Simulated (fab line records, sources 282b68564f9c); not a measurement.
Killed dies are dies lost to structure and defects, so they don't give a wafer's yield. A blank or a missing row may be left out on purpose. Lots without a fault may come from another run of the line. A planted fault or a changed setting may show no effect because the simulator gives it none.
Split-lot experiment | flow rit_cmos | 5 lots, 23 wafers read, on a route of 202 steps

THE SPLIT
At RIT_PWELL_IMPLANT_08, the setting energy_kev was moved away from the recipe's 170 on 9 of the 23 wafers read, by -5.6% to +1.6%. The other wafers ran this setting at the recipe's value.

The reading is taken at the split's own step.

THE READING
implant.drp_nm (the simulator's own value, which no gauge read), in nm, at RIT_PWELL_IMPLANT_08. The file gives no usual value for it.

wafer  | tool, chamber at the split | energy_kev as run | against the recipe | implant.drp_nm, nm | against lot-mates on the recipe
L078.2 | implanter-01, 0            | 160.7             | -5.5%              | 100.8              | -2.1
L078.4 | implanter-01, 0            | 160.7             | -5.5%              | 100.8              | -2.1
L078.3 | implanter-01, 0            | 170               | recipe             | 102.9              | -
L078.5 | implanter-01, 0            | 170               | recipe             | 102.9              | -
L078.6 | implanter-01, 0            | 170               | recipe             | 102.9              | -
L080.1 | implanter-02, 0            | 170               | recipe             | 102.9              | -
L080.4 | implanter-02, 0            | 170               | recipe             | 102.9              | -
L080.5 | implanter-02, 0            | 170               | recipe             | 102.9              | -
L081.1 | implanter-02, 0            | 170               | recipe             | 102.9              | -
L081.3 | implanter-02, 0            | 170               | recipe             | 102.9              | -
L081.4 | implanter-02, 0            | 170               | recipe             | 102.9              | -
L081.2 | implanter-02, 0            | 164.9             | -3.0%              | 101.8              | -1.1
L081.5 | implanter-02, 0            | 164.9             | -3.0%              | 101.8              | -1.1
L082.1 | implanter-01, 0            | 172.7             | +1.6%              | 103.3              | +0.4
L082.2 | implanter-01, 0            | 172.7             | +1.6%              | 103.3              | +0.4
L082.4 | implanter-01, 0            | 172.7             | +1.6%              | 103.3              | +0.4
L082.5 | implanter-01, 0            | 170               | recipe             | 102.9              | -
L082.6 | implanter-01, 0            | 170               | recipe             | 102.9              | -
L085.1 | implanter-02, 0            | 170               | recipe             | 102.9              | -
L085.4 | implanter-02, 0            | 170               | recipe             | 102.9              | -
L085.6 | implanter-02, 0            | 170               | recipe             | 102.9              | -
L085.2 | implanter-02, 0            | 160.5             | -5.6%              | 100.7              | -2.2
L085.5 | implanter-02, 0            | 160.5             | -5.6%              | 100.7              | -2.2

THE FIT
A straight line over all 23 wafers: implant.drp_nm changes by +0.373 nm for each +1% of energy_kev; r = +1.00; the points scatter about the line by 0.073 nm.
The same after taking each lot's own level away (the mean of its wafers on the recipe; 23 wafers): +0.373 nm for each +1%; r = +1.00; scatter 0.073 nm.
On that fit, the largest move of energy_kev shifts the reading by 2.1 nm.
The lots' own levels span 102.90 to 102.90 nm.
So the lot-to-lot level changes the slope little: the two slopes agree.
Check: with one of the wafers moved furthest among these (-5.6%) left out of the fit, the line predicts -2.1 nm for it against its lot-mates. It came out at -2.2 nm against them.

OTHER SPLITS ON THESE WAFERS
These wafers also went through other splits before the reading. Each is held against what the fit with the lots' levels taken away leaves over:
other split on the same wafers    | wafers away from the commonest value | r with implant.drp_nm (lot level and that fit taken away)
RIT_ACTIVE_CVD_03 pressure_mtorr  | 15                                   | -0.42
RIT_ACTIVE_EXPOSE_08 dose_mj      | 9                                    | +0.12
RIT_ACTIVE_ETCH_13 pressure_mtorr | 5                                    | -0.58
RIT_FOX2_OXIDATION_00 ox_time_s   | 15                                   | +0.03
RIT_NWELL_IMPLANT_08 dose_cm2     | 10                                   | +0.20
RIT_PWELL_SOFTBAKE_02 temp_c      | 5                                    | -0.50

THE WHOLE CHAIN: every reading that the file lists as answering this split, in the file's order
step                 | what it does | reading                                                         | change (the file's fit)               | r (the file's)
RIT_PWELL_IMPLANT_08 |              | implant.rp_nm (the simulator's own value, which no gauge read)  | +3.6 nm for each +1% of the setting   | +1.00
RIT_PWELL_IMPLANT_08 |              | implant.drp_nm (the simulator's own value, which no gauge read) | +0.377 nm for each +1% of the setting | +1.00

THE FILE'S OWN FIT
implant.drp_nm changes by +0.377 nm for each +1% of energy_kev, r = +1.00.
